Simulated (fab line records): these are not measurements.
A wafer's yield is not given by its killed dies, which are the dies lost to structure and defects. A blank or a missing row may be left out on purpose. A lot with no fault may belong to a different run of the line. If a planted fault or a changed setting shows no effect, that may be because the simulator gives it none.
Which tool is to blame? / flow rit-cmos / 21 wafers from 7 lots sampled at 2 of the route's 202 steps

WHAT THE GAUGES SHOWED, per wafer
RIT_NLDD_TW_MEAS_10.
lot=L270; measured=day 3 04:35; on=film-metro-01; NLDD_TW=2457 2458 2467
lot=L272; measured=day 3 10:51; on=film-metro-04; NLDD_TW=2491 2488 2494
lot=L274; measured=day 3 23:09; on=film-metro-03; NLDD_TW=2532 2533 2518
lot=L279; measured=day 5 00:09; on=film-metro-01; NLDD_TW=2469 2458 2473
lot=L281; measured=day 5 11:33; on=film-metro-04; NLDD_TW=2507 2495 2499
lot=L285; measured=day 6 06:10; on=film-metro-01; NLDD_TW=2464 2454 2464
lot=L291; measured=day 7 11:16; on=film-metro-03; NLDD_TW=2493 2510 2516

WHICH TOOL RAN EACH LOT (tool, then ch and the chambers of the sampled wafers, then the start)
lot=L270; RIT_NLDD_IMPLANT_08=implanter-01 ch 0, day 3 04:15
lot=L272; RIT_NLDD_IMPLANT_08=implanter-04 ch 0, day 3 10:31
lot=L274; RIT_NLDD_IMPLANT_08=implanter-02 ch 0, day 3 22:50
lot=L279; RIT_NLDD_IMPLANT_08=implanter-04 ch 0, day 4 23:49
lot=L281; RIT_NLDD_IMPLANT_08=implanter-04 ch 0, day 5 11:14
lot=L285; RIT_NLDD_IMPLANT_08=implanter-02 ch 0, day 6 05:53
lot=L291; RIT_NLDD_IMPLANT_08=implanter-01 ch 0, day 7 10:59
- RIT_NLDD_IMPLANT_08

THE ANSWER, worked out from the rows above alone
Rule: the usual values come from the lots themselves. Put in order of their means at a reading, lots are off if they are a third of the lots or fewer, leave a main group of 4 or more, and stand apart from it by a gap of 3 or more times the standard deviation of the main group's means; of several such gaps the widest counts. The tables above print the reading to a certain number of digits; a main group whose means all agree to those digits is not used. Also off: a lot with no number at a reading for which 4 or more lots have one. All remaining lots with rows at the step are treated as sound.
Across all readings shown, no lot is off: no conclusion can be drawn from this.

WHAT WAS PUT IN BY THE SIMULATOR
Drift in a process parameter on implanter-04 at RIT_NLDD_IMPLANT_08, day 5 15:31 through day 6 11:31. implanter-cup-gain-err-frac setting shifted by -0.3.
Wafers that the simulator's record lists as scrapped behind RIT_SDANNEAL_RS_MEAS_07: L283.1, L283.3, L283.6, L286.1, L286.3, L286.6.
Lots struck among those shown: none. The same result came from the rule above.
